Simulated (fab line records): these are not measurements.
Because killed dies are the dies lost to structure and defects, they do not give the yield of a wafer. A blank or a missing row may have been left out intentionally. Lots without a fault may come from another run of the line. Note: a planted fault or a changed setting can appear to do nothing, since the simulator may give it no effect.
Comparing a struck lot with a sound one / flow rit_cmos / 22 out of 202 route steps
Sound: wafers L364.3, L364.5, L364.6. Wafers L365.4, L365.5, L365.6 were the ones struck. The cause is named last.
Each step with rows lists, per side, the tool, then ch with its chambers, then its first start. Under that, the readings that differ: sound wafers / struck wafers / difference of the means / sigmas: that difference in standard deviations of wafers without a fault.
alike: same words and numbers on both sides, and readings whose means sit less than 2 such deviations apart. not compared: any withheld reading, any reading some wafer has no value for, any bound like >300 that may hide the same value, and any number with overlapping values for which the record gives no deviation.
A row with sigmas, a row that says differs or no value, or rows on one side alone: a step with any of these is where the two part. Numbers that have no deviation but don't overlap get no sigmas and don't part them. Lack of a reading on every wafer of one side parts them only where that side has two or more wafers.

first, 2 steps without rows for these wafers: RIT_NSD_HARDBAKE_07 (time 60 s); RIT_NSD_IMPLANT_08.
RIT_NSD_STRIP_09: strips in O2, time 180 s.
  sound on plasma_asher-01 ch 0,1, day 7 13:02; struck on plasma_asher-03 ch 0,1, day 7 17:17
  alike: drypump_motor_current_A
  not compared: rf_hours_counter_h
RIT_NSD_TW_MEAS_10:
  sound on film_metro-04 at day 7 13:11; struck on film_metro-02 at day 7 17:26
  alike: NSD_TW
then, 6 steps without rows for these wafers: RIT_PSD_HMDS_00 (prime time 60 s); RIT_PSD_COAT_01 (resist thk 992 nm); RIT_PSD_SOFTBAKE_02 (time 60 s); RIT_PSD_EXPOSE_03 (exposes mask M10, target cd 40900 nm); RIT_PSD_PEB_04; RIT_PSD_DEVELOP_05 (develop time 50 s).
RIT_PSD_OVL_MEAS_06:
  sound on overlay-02 at day 7 14:05; struck on overlay-01 at day 7 18:27
  alike: PSD_OVL
then, 1 step without rows for these wafers: RIT_PSD_HARDBAKE_07 (time 60 s).
RIT_PSD_IMPLANT_08:
  sound on implanter-04 ch 0, day 7 14:19; struck on implanter-01 ch 0, day 7 18:42
RIT_PSD_STRIP_09: strips in O2, time 180 s.
  sound on plasma_asher-04 ch 0,1, day 7 14:28; struck on plasma_asher-02 ch 0,1, day 7 18:50
  alike: drypump_motor_current_A
  not compared: rf_hours_counter_h
RIT_PSD_TW_MEAS_10:
  sound on film_metro-03 at day 7 14:36; struck on film_metro-02 at day 7 18:59
  alike: PSD_TW
then, 3 steps without rows for these wafers: RIT_SDANNEAL_CLEAN_00 (cleans in SC1, time 600 s); RIT_SDANNEAL_CLEAN_01 (cleans in dHF, time 30 s); RIT_SDANNEAL_CLEAN_02 (cleans in SC2, time 600 s).
RIT_SDANNEAL_RTA_03: time 5 s.
  sound on rtp_anneal-02 ch 0, day 7 15:02; struck on rtp_anneal-01 ch 0, day 7 19:24
  alike: wafer_temp_C_max
RIT_SDANNEAL_RS_MEAS_04: measures by four-point-probe.
  sound on film_metro-02 at day 7 15:07; struck on film_metro-04 at day 7 19:29
reading=PSD_RS (ohm/sq); sound=116.00 115.75 115.91; struck=117.37 117.60 117.57; difference=+1.63; sigmas=+6
RIT_SDANNEAL_RS_MEAS_05: measures by four-point-probe.
  sound on film_metro-02 at day 7 15:14; struck on film_metro-04 at day 7 19:37
  alike: NSD_RS
RIT_M1_PROBE_99:
  sound on prober-02 at day 7 22:53; struck on prober-01 at day 8 03:17
reading=model.etest.contact_pplus.end_ohm_um; sound=46.09 47.83 45.95; struck=48.38 49.39 48.31; difference=+2.07; sigmas=
reading=model.etest.vpnp.gain; sound=1.02 0.9992 1.013; struck=0.9653 0.9655 0.9875; difference=-0.0380; sigmas=
reading=model.etest.diode_pplus_nwell.cj_ff_um2_range; sound=0.03524 0.02702 0.02934; struck=0.03759 0.05573 0.05302; difference=+0.01825; sigmas=
reading=model.etest.pmos_0p15.vt_v_range; sound=0.006378 0.004592 0.003912; struck=0.01801 0.01592 0.01845; difference=+0.01250; sigmas=
reading=model.etest.pmos_0p15.vt_v_rim_less_centre; sound=0.003402 0.001481 0.002612; struck=0.006428 0.004986 0.004725; difference=+0.002881; sigmas=
  alike: killed_at_contacts, killed_at_front_end, killed_dies, killed_on_rim, killed_open, killed_short
  not compared: model.etest.pmos_0p15.drive_ua_um_range

## WHERE THEY PART
RIT_SDANNEAL_RS_MEAS_04 only, going by this record. Later steps at which nothing parts them and some readings are alike: RIT_SDANNEAL_RS_MEAS_05, RIT_M1_PROBE_99.

WHY: whatever the simulator had introduced
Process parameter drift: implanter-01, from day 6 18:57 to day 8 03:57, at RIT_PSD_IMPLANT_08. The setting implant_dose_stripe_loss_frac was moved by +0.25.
